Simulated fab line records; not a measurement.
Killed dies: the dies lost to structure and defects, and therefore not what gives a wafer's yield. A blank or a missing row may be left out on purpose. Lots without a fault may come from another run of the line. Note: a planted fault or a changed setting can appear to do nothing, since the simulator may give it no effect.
Which tool is to blame? | flow rit_cmos | 21 wafers from 7 lots sampled at 2 of the route's 202 steps

== WHAT THE GAUGES READ, wafer by wafer ==
RIT_PWELL_TW_MEAS_10.
lot  | measured    | on            | PWELL_TW
L776 | day 2 04:04 | film_metro-01 | 963 959 965
L778 | day 2 14:49 | film_metro-04 | 948 948 947
L781 | day 3 04:33 | film_metro-02 | 938 942 939
L788 | day 4 16:01 | film_metro-02 | 910 904 910 905 908 907
L792 | day 5 13:32 | film_metro-02 | 944 942 950
L796 | day 6 08:23 | film_metro-02 | 940 941 942
L798 | day 6 19:06 | film_metro-04 | 947 949 948

== TOOL THAT RAN EACH LOT (tool first, then ch and the chambers of the sampled wafers, then the start) ==
lot  | RIT_PWELL_IMPLANT_08
L776 | implanter-04 ch 0, day 2 03:47
L778 | implanter-01 ch 0, day 2 14:31
L781 | implanter-04 ch 0, day 3 04:14
L788 | implanter-04 ch 0, day 4 15:43
L792 | implanter-01 ch 0, day 5 13:12
L796 | implanter-01 ch 0, day 6 08:05
L798 | implanter-01 ch 0, day 6 18:47
- RIT_PWELL_IMPLANT_08

== THE ANSWER, worked out from the rows above alone ==
Rule: the usual values come from the lots themselves. Put in order of their means at a reading, lots are off if they are a third of the lots or fewer, leave a main group of 4 or more, and stand apart from it by a gap of 3 or more times the standard deviation of the main group's means; of several such gaps the widest counts. A main group is skipped when, at the precision printed for the reading in the tables above, its means are all equal. Also off: a lot with no number at a reading for which 4 or more lots have one. The other lots that the step has rows for count as sound.
Off: at RIT_PWELL_TW_MEAS_10 (PWELL_TW), L788. For the main group the mean is 947 and the standard deviation 7.4.
If a tool, at a process step before that reading, ran all the lots that are off and no sound lot after the first of them, it fits. The gauges at RIT_PWELL_TW_MEAS_10 are tried like those tools. One fits: RIT_PWELL_IMPLANT_08 on implanter-04. Its last sound lot is L781 (day 3 04:14), its first lot that is off L788 (day 4 15:43): a fault that began between those two fits.

== WHAT HAD BEEN PUT IN BY THE SIMULATOR ==
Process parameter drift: implanter-04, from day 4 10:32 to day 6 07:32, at RIT_PWELL_IMPLANT_08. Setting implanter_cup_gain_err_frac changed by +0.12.
Shown lots that were struck: L788. Same finding as the rule above.
